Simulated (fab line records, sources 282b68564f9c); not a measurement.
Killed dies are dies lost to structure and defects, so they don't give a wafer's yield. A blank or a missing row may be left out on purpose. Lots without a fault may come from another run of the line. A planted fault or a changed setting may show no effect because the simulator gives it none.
fab line records | flow rit_cmos
record lots=6 wafers=18 last_day=7
route steps=202 shown SDANNEAL@155 PSD@157 NSD@158 PLDD@159 NLDD@160 SILICIDE@161
lots that met no fault: from a run of the same line without faults
start_h: hours from the record's first day to the start of the lot's first wafer shown | wait_h: hours since the lot's step before | " the same as in the row above | L1.1+2: a row that stands for several wafers | - no value, or no start given | * or withheld: withheld | < > ~ a bound
route shown NAME@n: a module of which the file shows steps, and the number in the route of the first | usual: mean/standard deviation of fault-free wafers | same: alike in all rows | chamber/n: place in a boat | sites: the reading at each site | _std_site: their standard deviation | _edge_site: outer sites' mean less inner sites' | radius_mm: how far each site lies from the wafer's centre | mask NAME#n: copy n | behind: the tool/chamber that last shaped the wafer | hold: why the lot was held/for how many hours/how that ended | device: the transistor (n, p or np) that didn't switch | end of line: the same wafers' tests at the end of the route | a step without rows: its recipe alone | killed: dies lost to structure and defects at the first sort, not the wafer's yield | map: a wafer's dies, x killed, . not, _ none there
set.NAME: the setting as run; set.NAME@STEP: as run at that earlier step | model.NAME: the simulator's own value behind a step, which no gauge read
lots at some steps of the route; a table a step, a row a wafer
services: from which hour (start_h, from the record's first day; less than 0 if before it) a tool's chamber was out of use, for how many hours, and why
## steps
# step RIT_SDANNEAL_CLEAN_02
# recipe chemistry=SC2 mix=3:3:50 time_s=600 temp_c=75 dry=n2_spin
# step RIT_SDANNEAL_RTA_03
# recipe temp_c=1050 time_s=5 idle_temp_c=600 ramp_up_c_per_s=342 ramp_down_c_per_s=171 cool_to_c=600 ambient=N2
# usual anneal_temp_c_max=1053.4/0.64 chamber_o2_ppm=1.997/0.023 wafer_temp_C_max=1053.5/1.2
# columns lot.wafer tool chamber start_h wait_h anneal_temp_c_max chamber_o2_ppm wafer_temp_C_max
L163.1 rtp_anneal-01 0 60.26 0.0 1053.1 1.980 1056.4
L163.5 " 0 " " 1053.6 1.995 1051.0
L163.6 " 0 " " 1053.5 1.993 1053.8
L164.1 rtp_anneal-02 0 66.28 0.0 1053.6 1.979 1054.7
L164.2 " 0 " " 1053.8 1.965 1054.8
L164.3 " 0 " " 1053.7 1.944 1055.3
L176.2 rtp_anneal-02 0 126.52 0.0 1052.8 1.983 1053.0
L176.5 " 0 " " 1054.0 1.997 1053.3
L176.6 " 0 " " 1052.7 1.984 1052.2
L181.4 rtp_anneal-01 0 150.76 0.0 1053.3 1.991 1053.4
L181.5 " 0 " " 1053.9 2.009 1055.0
L181.6 " 0 " " 1053.3 1.990 1051.8
L182.1 rtp_anneal-02 0 154.83 0.0 1052.3 1.969 1052.6
L182.3 " 0 " " 1053.2 1.967 1053.0
L182.6 " 0 " " 1052.9 1.981 1053.3
L183.1 rtp_anneal-01 0 160.13 0.0 1053.1 1.993 1052.9
L183.2 " 0 " " 1054.1 1.965 1051.3
L183.6 " 0 " " 1052.7 2.027 1053.2
# step RIT_SDANNEAL_RS_MEAS_04
# recipe thk_meas_gauge=four-point-probe
# usual PSD_RS=115.92/0.26
# columns lot.wafer tool chamber start_h wait_h PSD_RS[ohm/sq]
L163.1 film_metro-02 - 60.32 0.0 115.98
L163.5 " - " " 116.33
L163.6 " - " " 116.20
L164.1 film_metro-03 - 66.34 0.0 116.40
L164.2 " - " " 116.51
L164.3 " - " " 116.19
L176.2 film_metro-03 - 126.59 0.1 115.76
L176.5 " - " " 116.25
L176.6 " - " " 115.69
L181.4 film_metro-02 - 150.85 0.1 115.49
L181.5 " - " " 115.76
L181.6 " - " " 116.21
L182.1 film_metro-01 - 154.89 0.0 115.69
L182.3 " - " " 116.10
L182.6 " - " " 115.60
L183.1 film_metro-03 - 160.19 0.0 116.13
L183.2 " - " " 116.36
L183.6 " - " " 115.75
# step RIT_SDANNEAL_RS_MEAS_05
# recipe thk_meas_gauge=four-point-probe
# usual NSD_RS=84.5/0.33
# columns lot.wafer tool chamber start_h wait_h NSD_RS[ohm/sq]
L163.1 film_metro-02 - 60.44 0.1 84.5
L163.5 " - " " 84.5
L163.6 " - " " 84.7
L164.1 film_metro-03 - 66.46 0.1 84.1
L164.2 " - " " 84.3
L164.3 " - " " 84.4
L176.2 film_metro-03 - 126.71 0.1 84.7
L176.5 " - " " 84.2
L176.6 " - " " 84.5
L181.4 film_metro-02 - 150.97 0.1 85.2
L181.5 " - " " 84.8
L181.6 " - " " 84.9
L182.1 film_metro-01 - 155.01 0.1 84.4
L182.3 " - " " 84.1
L182.6 " - " " 83.9
L183.1 film_metro-03 - 160.31 0.1 84.9
L183.2 " - " " 85.0
L183.6 " - " " 85.0
# step RIT_SDANNEAL_RS_MEAS_06
# recipe thk_meas_gauge=four-point-probe
# usual PLDD_RS=178.7/0.43
# columns lot.wafer tool chamber start_h wait_h PLDD_RS[ohm/sq]
L163.1 film_metro-02 - 60.56 0.1 178.5
L163.5 " - " " 178.7
L163.6 " - " " 179.1
L164.1 film_metro-03 - 66.58 0.1 179.0
L164.2 " - " " 179.0
L164.3 " - " " 178.6
L176.2 film_metro-03 - 126.83 0.1 179.0
L176.5 " - " " 178.3
L176.6 " - " " 178.6
L181.4 film_metro-02 - 151.09 0.1 178.9
L181.5 " - " " 178.8
L181.6 " - " " 178.4
L182.1 film_metro-01 - 155.13 0.1 178.2
L182.3 " - " " 178.5
L182.6 " - " " 178.1
L183.1 film_metro-03 - 160.43 0.1 179.4
L183.2 " - " " 179.4
L183.6 " - " " 178.6
# step RIT_SDANNEAL_RS_MEAS_07
# recipe thk_meas_gauge=four-point-probe
# usual NLDD_RS=151.6/0.67
# columns lot.wafer tool chamber start_h wait_h NLDD_RS[ohm/sq]
L163.1 film_metro-02 - 60.68 0.1 152.1
L163.5 " - " " 151.8
L163.6 " - " " 151.7
L164.1 film_metro-03 - 66.70 0.1 151.1
L164.2 " - " " 151.2
L164.3 " - " " 150.9
L176.2 film_metro-03 - 126.95 0.1 153.9
L176.5 " - " " 153.6
L176.6 " - " " 153.6
L181.4 film_metro-02 - 151.21 0.1 151.4
L181.5 " - " " 150.9
L181.6 " - " " 151.3
L182.1 film_metro-01 - 155.25 0.1 152.0
L182.3 " - " " 151.5
L182.6 " - " " 151.7
L183.1 film_metro-03 - 160.55 0.1 151.3
L183.2 " - " " 151.3
L183.6 " - " " 151.9
# step RIT_SILICIDE_WET_ETCH_00
# recipe chemistry=BOE target=SiO2 target_depth_nm=14 time_s=15 dry=n2_spin dilution=10:1 temp_c=21.5
# step RIT_SILICIDE_SPUTTER_01
# recipe material=Ti target_thk_nm=30 power_w=350 chamber_pressure_pa=0.667 gas=Ar time_s=240 substrate_temp_c=25
# usual substrate_temp_c=25.01/0.1 throttle_valve_pct=30.7/0.94
# columns lot.wafer tool chamber start_h wait_h substrate_temp_c throttle_valve_pct
L163.1 pvd_sputter-01 - 60.81 0.0 24.99 32.0
L163.5 " - " " 25.01 30.5
L163.6 " - " " 25.05 29.6
L164.1 pvd_sputter-04 - 66.83 0.0 24.70 30.6
L164.2 " - " " 24.93 29.5
L164.3 " - " " 25.04 31.7
L176.2 pvd_sputter-04 - 127.07 0.0 25.04 30.5
L176.5 " - " " 24.96 29.4
L176.6 " - " " 25.02 30.8
L181.4 pvd_sputter-01 - 151.28 0.0 25.06 31.2
L181.5 " - " " 25.06 30.0
L181.6 " - " " 25.00 29.6
L182.1 pvd_sputter-04 - 155.38 0.0 24.88 31.2
L182.3 " - " " 25.12 29.6
L182.6 " - " " 25.01 30.4
L183.1 pvd_sputter-01 - 160.68 0.0 25.09 32.2
L183.2 " - " " 25.12 30.8
L183.6 " - " " 24.90 32.4
# step RIT_SILICIDE_RS_MEAS_02
# recipe thk_meas_gauge=four-point-probe reads=Ti_of_SILICIDE_SPUTTER_01
# usual SILICIDE_TI_RS=47.9/0.68
# columns lot.wafer tool chamber start_h wait_h SILICIDE_TI_RS[ohm/sq]
L163.1 film_metro-01 - 60.96 0.1 46.6
L163.5 " - " " 47.6
L163.6 " - " " 47.1
L164.1 film_metro-04 - 66.98 0.1 48.1
L164.2 " - " " 47.2
L164.3 " - " " 47.9
L176.2 film_metro-04 - 127.24 0.1 48.3
L176.5 " - " " 46.8
L176.6 " - " " 48.4
L181.4 film_metro-03 - 151.49 0.1 48.1
L181.5 " - " " 48.0
L181.6 " - " " 48.2
L182.1 film_metro-04 - 155.53 0.1 49.0
L182.3 " - " " 47.8
L182.6 " - " " 48.6
L183.1 film_metro-04 - 160.83 0.1 46.7
L183.2 " - " " 47.8
L183.6 " - " " 46.6
# step RIT_SILICIDE_THK_MEAS_03
# recipe thk_meas_gauge=xrf reads=Ti_of_SILICIDE_SPUTTER_01
# usual SILICIDE_TI_THK=29.9/0.37
# columns lot.wafer tool chamber start_h wait_h SILICIDE_TI_THK[nm]
L163.1 film_metro-01 - 61.08 0.1 30.3
L163.5 " - " " 29.8
L163.6 " - " " 30.1
L164.1 film_metro-04 - 67.10 0.1 29.7
L164.2 " - " " 30.3
L164.3 " - " " 29.7
L176.2 film_metro-04 - 127.35 0.1 29.7
L176.5 " - " " 30.5
L176.6 " - " " 29.7
L181.4 film_metro-03 - 151.58 0.1 30.0
L181.5 " - " " 30.1
L181.6 " - " " 30.1
L182.1 film_metro-04 - 155.65 0.1 29.4
L182.3 " - " " 29.7
L182.6 " - " " 29.3
L183.1 film_metro-04 - 160.95 0.1 30.4
L183.2 " - " " 30.0
L183.6 " - " " 30.4
# step RIT_SILICIDE_RTA_04
# recipe temp_c=650 time_s=10 idle_temp_c=25 ramp_up_s=5 ramp_down_s=5 cool_to_c=25 ambient=N2
# usual anneal_temp_c_max=652.1/0.48 chamber_o2_ppm=2.008/0.026 wafer_temp_C_max=652.3/0.56
# columns lot.wafer tool chamber start_h wait_h anneal_temp_c_max chamber_o2_ppm wafer_temp_C_max
L163.1 rtp_anneal-02 0 61.14 0.1 652.8 2.041 652.9
L163.5 " 0 " " 652.5 2.012 652.2
L163.6 " 0 " " 652.5 2.022 652.8
L164.1 rtp_anneal-01 0 67.16 0.1 653.0 1.997 651.7
L164.2 " 0 " " 652.6 2.041 651.7
L164.3 " 0 " " 652.5 2.012 652.5
L176.2 rtp_anneal-01 0 127.41 0.1 652.4 2.072 651.7
L176.5 " 0 " " 652.1 2.006 652.1
L176.6 " 0 " " 651.7 2.031 652.0
L181.4 rtp_anneal-02 0 151.64 0.1 652.9 1.978 652.4
L181.5 " 0 " " 651.4 2.007 651.7
L181.6 " 0 " " 652.2 1.988 652.6
L182.1 rtp_anneal-01 0 155.71 0.1 651.4 1.993 651.7
L182.3 " 0 " " 651.9 2.000 651.7
L182.6 " 0 " " 652.3 1.991 651.8
L183.1 rtp_anneal-02 0 161.01 0.1 651.3 2.023 652.5
L183.2 " 0 " " 652.0 2.056 651.9
L183.6 " 0 " " 651.4 2.010 652.0
# step RIT_SILICIDE_WET_ETCH_05
# recipe chemistry=SPM target=Ti temp_c=90 time_s=120 dry=n2_spin
# step RIT_SILICIDE_RTA_06
# recipe temp_c=750 time_s=10 idle_temp_c=25 ramp_up_s=5 ramp_down_s=10 cool_to_c=25 ambient=N2
# usual anneal_temp_c_max=752.5/0.52 chamber_o2_ppm=2.001/0.021 wafer_temp_C_max=752.7/0.64
# columns lot.wafer tool chamber start_h wait_h anneal_temp_c_max chamber_o2_ppm wafer_temp_C_max
L163.1 rtp_anneal-01 - 61.25 0.0 - - -
L163.5 " - " " - - -
L163.6 " - " " - - -
L164.1 rtp_anneal-02 - 67.27 0.0 - - -
L164.2 " - " " - - -
L164.3 " - " " - - -
L176.2 rtp_anneal-02 0 127.52 0.0 752.4 1.966 753.9
L176.5 " 0 " " 752.6 2.002 753.0
L176.6 " 0 " " 753.1 1.981 753.4
L181.4 rtp_anneal-01 0 151.75 0.0 752.1 1.986 751.8
L181.5 " 0 " " 752.3 1.995 752.0
L181.6 " 0 " " 752.3 1.984 752.0
L182.1 rtp_anneal-02 0 155.82 0.0 752.2 2.024 753.0
L182.3 " 0 " " 751.8 1.980 753.1
L182.6 " 0 " " 751.2 1.988 752.1
L183.1 rtp_anneal-01 0 161.12 0.0 752.6 2.067 752.0
L183.2 " 0 " " 753.2 2.029 752.6
L183.6 " 0 " " 753.0 2.015 752.3
## services
# columns tool chamber start_h hours kind
pvd_sputter-01 - 52.82 6.8 repair
## key
first_sign step=RIT_SILICIDE_RTA_06 reading=tool_record direction=missing
effect none on later readings
met_at RIT_SILICIDE_RTA_06
struck_wafers L163.1,L163.5,L163.6,L164.1,L164.2,L164.3
later_rows_left_out L163.1,L163.5,L163.6,L164.1,L164.2,L164.3
sort_left_out L163.1,L163.5,L163.6,L164.1,L164.2,L164.3
tester_left_out L163,L164
fault kind=skipped_step_whole tool=rtp_anneal-01,rtp_anneal-02 chamber=- onset_h=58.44 steps=RIT_SILICIDE_RTA_06 scope=struck_lots_only
# tester_left_out: of these lots the tester's yield and bins aren't shown, on N5 and GAA mostly nor the transistor test; their killed dies are dies lost to structure and defects alone, not to doping, threshold or leakage, so they don't give the yield
# sort_left_out: the simulated sort isn't trusted on such a fault, so these wafers' sort isn't shown, and their yield isn't known
# later_rows_left_out: the simulator's readings of these wafers behind a module that went badly wrong aren't trusted and aren't shown, but for the sort
